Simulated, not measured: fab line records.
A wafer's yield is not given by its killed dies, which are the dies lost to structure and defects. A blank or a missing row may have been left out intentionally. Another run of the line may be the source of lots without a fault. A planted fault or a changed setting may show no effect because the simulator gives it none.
Which tool is to blame? || flow berkeley cmos170 || Sampling: 14 lots, 42 wafers, 4 of 331 route steps

WHAT EACH GAUGE READ, for each wafer
UCB170_M3_THK_MEAS_03: measures by xrf.
{"lot": "L238", "measured": "day 8 00:17", "on": "film metro-01", "M3_AL_THK (nm)": "907 903 898"}
{"lot": "L243", "measured": "day 8 08:17", "on": "film metro-02", "M3_AL_THK (nm)": "920 912 921"}
{"lot": "L242", "measured": "day 8 10:01", "on": "film metro-02", "M3_AL_THK (nm)": "903 888 894"}
{"lot": "L241", "measured": "day 8 10:08", "on": "film metro-04", "M3_AL_THK (nm)": "926 922 916"}
{"lot": "L246", "measured": "day 9 11:45", "on": "film metro-01", "M3_AL_THK (nm)": "906 894 888"}
{"lot": "L245", "measured": "day 9 12:13", "on": "film metro-02", "M3_AL_THK (nm)": "892 903 917"}
{"lot": "L247", "measured": "day 9 19:13", "on": "film metro-01", "M3_AL_THK (nm)": "902 897 900"}
{"lot": "L249", "measured": "day 9 19:49", "on": "film metro-01", "M3_AL_THK (nm)": "903 887 895"}
{"lot": "L248", "measured": "day 9 22:57", "on": "film metro-01", "M3_AL_THK (nm)": "890 903 896"}
{"lot": "L250", "measured": "day 10 12:52", "on": "film metro-04", "M3_AL_THK (nm)": "901 897 907"}
{"lot": "L251", "measured": "day 10 18:14", "on": "film metro-02", "M3_AL_THK (nm)": "878 895 884"}
{"lot": "L254", "measured": "day 11 00:52", "on": "film metro-04", "M3_AL_THK (nm)": "915 895 920"}
{"lot": "L260", "measured": "day 12 09:37", "on": "film metro-04", "M3_AL_THK (nm)": "913 918 915"}
{"lot": "L261", "measured": "day 12 10:21", "on": "film metro-02", "M3_AL_THK (nm)": "920 912 912"}

UCB170_M3_CD_MEAS_90 targets a cd of 700 nm.
{"lot": "L238", "measured": "day 8 02:34", "on": "cd sem-01", "cd nm (nm)": "699.3 705.2 705.1"}
{"lot": "L243", "measured": "day 8 10:43", "on": "cd sem-02", "cd nm (nm)": "700.5 702.8 704.7"}
{"lot": "L242", "measured": "day 8 12:17", "on": "cd sem-02", "cd nm (nm)": "700.3 699.1 696.7"}
{"lot": "L241", "measured": "day 8 12:31", "on": "cd sem-01", "cd nm (nm)": "700.0 698.1 695.8"}
{"lot": "L246", "measured": "day 9 14:22", "on": "cd sem-01", "cd nm (nm)": "700.4 698.9 699.6"}
{"lot": "L245", "measured": "day 9 15:43", "on": "cd sem-02", "cd nm (nm)": "703.3 700.5 700.8"}
{"lot": "L247", "measured": "day 9 21:44", "on": "cd sem-01", "cd nm (nm)": "692.4 693.7 695.3"}
{"lot": "L249", "measured": "day 9 22:11", "on": "cd sem-01", "cd nm (nm)": "702.3 701.3 703.3"}
{"lot": "L248", "measured": "day 10 01:49", "on": "cd sem-02", "cd nm (nm)": "700.0 698.3 699.9"}
{"lot": "L250", "measured": "day 10 15:02", "on": "cd sem-02", "cd nm (nm)": "- - -"}
{"lot": "L251", "measured": "day 10 21:11", "on": "cd sem-01", "cd nm (nm)": "- - -"}
{"lot": "L254", "measured": "day 11 02:59", "on": "cd sem-01", "cd nm (nm)": "700.3 701.8 699.7"}
{"lot": "L260", "measured": "day 12 12:28", "on": "cd sem-01", "cd nm (nm)": "696.5 696.8 701.3"}
{"lot": "L261", "measured": "day 12 13:04", "on": "cd sem-01", "cd nm (nm)": "701.3 699.4 699.6"}

WHICH TOOL RAN EACH LOT (tool, then ch and the chambers of the sampled wafers, then the start)
{"lot": "L238", "UCB170_M2_ETCH_17": "rie diel-03 ch 1,2,3, day 7 20:49", "UCB170_M3_PEB_13": "litho track-03 ch 0, day 8 01:49"}
{"lot": "L243", "UCB170_M2_ETCH_17": "rie diel-04 ch 1,2, day 8 05:17", "UCB170_M3_PEB_13": "litho track-03 ch 0, day 8 09:58"}
{"lot": "L242", "UCB170_M2_ETCH_17": "rie diel-03 ch 0,1,2, day 8 06:11", "UCB170_M3_PEB_13": "litho track-01 ch 0, day 8 11:32"}
{"lot": "L241", "UCB170_M2_ETCH_17": "rie diel-02 ch 0,1,3, day 8 06:18", "UCB170_M3_PEB_13": "litho track-03 ch 0, day 8 11:46"}
{"lot": "L246", "UCB170_M2_ETCH_17": "rie diel-03 ch 1,2, day 9 08:34", "UCB170_M3_PEB_13": "litho track-01 ch 0, day 9 13:37"}
{"lot": "L245", "UCB170_M2_ETCH_17": "rie diel-04 ch 0,1,3, day 9 08:58", "UCB170_M3_PEB_13": "litho track-03 ch 0, day 9 14:46"}
{"lot": "L247", "UCB170_M2_ETCH_17": "rie diel-04 ch 1,3, day 9 15:53", "UCB170_M3_PEB_13": "litho track-02 ch 0, day 9 20:35"}
{"lot": "L249", "UCB170_M2_ETCH_17": "rie diel-03 ch 0,1, day 9 16:26", "UCB170_M3_PEB_13": "litho track-02 ch 0, day 9 21:11"}
{"lot": "L248", "UCB170_M2_ETCH_17": "rie diel-04 ch 1,3, day 9 19:16", "UCB170_M3_PEB_13": "litho track-03 ch 0, day 10 00:52"}
{"lot": "L250", "UCB170_M2_ETCH_17": "rie diel-04 ch 1,2,3, day 10 09:07", "UCB170_M3_PEB_13": "litho track-02, day 10 14:17"}
{"lot": "L251", "UCB170_M2_ETCH_17": "rie diel-03 ch 1,3, day 10 15:01", "UCB170_M3_PEB_13": "litho track-02, day 10 20:26"}
{"lot": "L254", "UCB170_M2_ETCH_17": "rie diel-03 ch 2,3, day 10 21:40", "UCB170_M3_PEB_13": "litho track-01 ch 0, day 11 02:14"}
{"lot": "L260", "UCB170_M2_ETCH_17": "rie diel-03 ch 0,3, day 12 06:13", "UCB170_M3_PEB_13": "litho track-02 ch 0, day 12 11:39"}
{"lot": "L261", "UCB170_M2_ETCH_17": "rie diel-02 ch 0,1,2, day 12 06:56", "UCB170_M3_PEB_13": "litho track-03 ch 0, day 12 12:18"}
- UCB170_M2_ETCH_17: etches BARC in N2/H2.
- UCB170_M3_PEB_13

AS READ BY THE TOOLS THEMSELVES (means over the sampled wafers that have a number; for cases with no such wafer, the mark the record gives instead)
UCB170_M2_ETCH_17.
{"lot": "L238", "tool": "rie diel-03", "bias w (W)": 99.51, "drypump motor current A (A)": 6.0, "oes product au (a.u.)": 0.981, "throttle valve pct (%)": 13.42}
{"lot": "L243", "tool": "rie diel-04", "bias w (W)": 100.00, "drypump motor current A (A)": 4.9, "oes product au (a.u.)": 0.991, "throttle valve pct (%)": 13.51}
{"lot": "L242", "tool": "rie diel-03", "bias w (W)": 99.99, "drypump motor current A (A)": 5.9, "oes product au (a.u.)": 0.993, "throttle valve pct (%)": 13.39}
{"lot": "L241", "tool": "rie diel-02", "bias w (W)": 99.98, "drypump motor current A (A)": 5.9, "oes product au (a.u.)": 1.008, "throttle valve pct (%)": 13.33}
{"lot": "L246", "tool": "rie diel-03", "bias w (W)": 99.85, "drypump motor current A (A)": 5.8, "oes product au (a.u.)": 0.979, "throttle valve pct (%)": 13.41}
{"lot": "L245", "tool": "rie diel-04", "bias w (W)": 100.12, "drypump motor current A (A)": 5.7, "oes product au (a.u.)": 1.014, "throttle valve pct (%)": 13.35}
{"lot": "L247", "tool": "rie diel-04", "bias w (W)": 100.15, "drypump motor current A (A)": 5.2, "oes product au (a.u.)": 0.982, "throttle valve pct (%)": 13.41}
{"lot": "L249", "tool": "rie diel-03", "bias w (W)": 99.87, "drypump motor current A (A)": 6.0, "oes product au (a.u.)": 1.002, "throttle valve pct (%)": 13.30}
{"lot": "L248", "tool": "rie diel-04", "bias w (W)": 99.91, "drypump motor current A (A)": 5.2, "oes product au (a.u.)": 0.986, "throttle valve pct (%)": 13.41}
{"lot": "L250", "tool": "rie diel-04", "bias w (W)": 100.14, "drypump motor current A (A)": 5.2, "oes product au (a.u.)": 0.986, "throttle valve pct (%)": 13.48}
{"lot": "L251", "tool": "rie diel-03", "bias w (W)": 100.20, "drypump motor current A (A)": 6.2, "oes product au (a.u.)": 0.976, "throttle valve pct (%)": 13.40}
{"lot": "L254", "tool": "rie diel-03", "bias w (W)": 100.01, "drypump motor current A (A)": 6.1, "oes product au (a.u.)": 0.978, "throttle valve pct (%)": 13.47}
{"lot": "L260", "tool": "rie diel-03", "bias w (W)": 100.39, "drypump motor current A (A)": 6.2, "oes product au (a.u.)": 0.998, "throttle valve pct (%)": 13.31}
{"lot": "L261", "tool": "rie diel-02", "bias w (W)": 99.89, "drypump motor current A (A)": 5.8, "oes product au (a.u.)": 1.015, "throttle valve pct (%)": 13.14}

UCB170_M3_PEB_13.
{"lot": "L238", "tool": "litho track-03", "chill plate temp C (C)": 23.04, "exhaust pa (Pa)": 44.5}
{"lot": "L243", "tool": "litho track-03", "chill plate temp C (C)": 22.91, "exhaust pa (Pa)": 44.3}
{"lot": "L242", "tool": "litho track-01", "chill plate temp C (C)": 23.05, "exhaust pa (Pa)": 45.6}
{"lot": "L241", "tool": "litho track-03", "chill plate temp C (C)": 22.88, "exhaust pa (Pa)": 44.9}
{"lot": "L246", "tool": "litho track-01", "chill plate temp C (C)": 22.91, "exhaust pa (Pa)": 44.8}
{"lot": "L245", "tool": "litho track-03", "chill plate temp C (C)": 23.04, "exhaust pa (Pa)": 43.6}
{"lot": "L247", "tool": "litho track-02", "chill plate temp C (C)": 22.92, "exhaust pa (Pa)": 44.7}
{"lot": "L249", "tool": "litho track-02", "chill plate temp C (C)": 22.98, "exhaust pa (Pa)": 44.5}
{"lot": "L248", "tool": "litho track-03", "chill plate temp C (C)": 23.01, "exhaust pa (Pa)": 45.1}
{"lot": "L250", "tool": "litho track-02", "chill plate temp C (C)": "-", "exhaust pa (Pa)": "-"}
{"lot": "L251", "tool": "litho track-02", "chill plate temp C (C)": "-", "exhaust pa (Pa)": "-"}
{"lot": "L254", "tool": "litho track-01", "chill plate temp C (C)": 23.01, "exhaust pa (Pa)": 44.0}
{"lot": "L260", "tool": "litho track-02", "chill plate temp C (C)": 23.00, "exhaust pa (Pa)": 45.6}
{"lot": "L261", "tool": "litho track-03", "chill plate temp C (C)": 23.06, "exhaust pa (Pa)": 44.8}

THE ANSWER, worked out from the rows above alone
Rule: usual is defined by the lots themselves. Put in order of their means at a reading, lots are off if they are a third of the lots or fewer, leave a main group of 4 or more, and stand apart from it by a gap of 3 or more times the standard deviation of the main group's means; of several such gaps the widest counts. A main group whose means are all the same, to the digits that the tables above print for the reading, isn't used. Also off: a lot with no number at a reading for which 4 or more lots have one. All remaining lots with rows at the step are treated as sound. Order of review: gauges by route order, followed by the tools' own readings, for which a lot's mean as printed above is used. The first step at which some lot is off is used, and at that step the reading that is off furthest; a lot without a number counts as furthest.
Off at UCB170_M3_CD_MEAS_90 (cd nm): L250, L251. Without a number there: L250, L251. Main group: mean 699.8 nm, sd 2.5.
A tool fits if, at a process step before that reading, it ran every lot that is off, and no sound lot after the first of them. Not tried: the gauges at UCB170_M3_CD_MEAS_90; whatever is off there is also off at UCB170_M3_PEB_13, on other tools, and gauge error can't account for it. No candidate that was tried fits.

WHAT THE SIMULATOR PUT IN
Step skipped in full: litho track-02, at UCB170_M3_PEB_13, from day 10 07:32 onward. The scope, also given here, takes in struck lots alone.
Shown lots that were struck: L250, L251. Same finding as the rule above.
